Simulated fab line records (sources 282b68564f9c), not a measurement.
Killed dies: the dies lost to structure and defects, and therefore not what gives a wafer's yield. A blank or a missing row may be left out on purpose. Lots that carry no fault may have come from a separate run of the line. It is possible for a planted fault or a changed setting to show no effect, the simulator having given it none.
Split-lot trial    flow rit cmos    on a route of 202 steps: 5 lots, 23 wafers read

== ON THE SPLIT ==
At RIT_FOX2_OXIDATION_00 (target thk 350.7 nm, ox time 1130 s), the setting temp c was moved away from the recipe's 1100 C on 15 of the 23 wafers read, by +1.0% to +2.5%. The other wafers ran this setting at the recipe's value.

== FROM THE SPLIT TO THE READING: what the file shows between them, 3 steps ==
- RIT_FOX2_THK_MEAS_01
- RIT_FOX2_CLEAN_02: cleans in dHF, time 180 s (also split here: time s)
- RIT_FOX2_WET_ETCH_03: etches Si3N4 in H3PO4, target depth 195 nm, time 2700 s

== THE READING ==
At RIT_FOX2_THK_MEAS_90: FIELD_OXIDE_LEFT_1_THK, given in nm. Fault-free wafers of this fab line usually give 323 nm, standard deviation 4.9 nm.

wafer   tool, chamber at the split  temp c as run, C  against the recipe  FIELD_OXIDE_LEFT_1_THK, nm  against lot-mates on the recipe
L075.2  furnace-01, 0               1100              recipe              328                         -
L075.3  furnace-01, 0               1100              recipe              322                         -
L075.6  furnace-01, 0               1100              recipe              328                         -
L076.1  -, -                        1116              +1.5%               353                         no lot-mate on the recipe
L076.2  -, -                        1116              +1.5%               353                         no lot-mate on the recipe
L076.3  -, -                        1116              +1.5%               340                         no lot-mate on the recipe
L076.4  -, -                        1116              +1.5%               350                         no lot-mate on the recipe
L076.6  -, -                        1116              +1.5%               351                         no lot-mate on the recipe
L077.1  -, -                        1127              +2.5%               368                         no lot-mate on the recipe
L077.2  -, -                        1127              +2.5%               359                         no lot-mate on the recipe
L077.3  -, -                        1127              +2.5%               360                         no lot-mate on the recipe
L077.4  -, -                        1127              +2.5%               364                         no lot-mate on the recipe
L077.6  -, -                        1127              +2.5%               361                         no lot-mate on the recipe
L082.2  -, -                        1111              +1.0%               347                         no lot-mate on the recipe
L082.3  -, -                        1111              +1.0%               342                         no lot-mate on the recipe
L082.4  -, -                        1111              +1.0%               349                         no lot-mate on the recipe
L082.5  -, -                        1111              +1.0%               343                         no lot-mate on the recipe
L082.6  -, -                        1111              +1.0%               343                         no lot-mate on the recipe
L083.1  -, -                        1100              recipe              328                         -
L083.3  -, -                        1100              recipe              328                         -
L083.4  -, -                        1100              recipe              326                         -
L083.5  -, -                        1100              recipe              321                         -
L083.6  -, -                        1100              recipe              322                         -

FIT RESULTS
A straight line over all 23 wafers: FIELD_OXIDE_LEFT_1_THK changes by +15.2 nm for each +1% of temp c; r = +0.96; the points scatter about the line by 4.1 nm.
Too few moved wafers have a lot-mate on the recipe to fit a line with each lot's own level taken away.

== THE WHOLE CHAIN: every reading that the file lists as answering this split, in the file's order ==
step                   what it does                         reading                                                                            change (the file's fit)               r (the file's)
RIT_FOX2_OXIDATION_00  target thk 350.7 nm, ox time 1130 s  SiO2_of_FOX2_OXIDATION_00.thk nm (the simulator's own value, which no gauge read)  +14.7 nm for each +1% of the setting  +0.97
RIT_FOX2_THK_MEAS_01                                        FOX2_OXIDE_THK                                                                     +14.8 for each +1% of the setting     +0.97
RIT_FOX2_THK_MEAS_90                                        FIELD_OXIDE_LEFT_1_THK                                                             +15.3 for each +1% of the setting     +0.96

== THE FILE'S OWN FIT ==
FIELD_OXIDE_LEFT_1_THK changes by +15.3 nm for each +1% of temp c, r = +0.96.
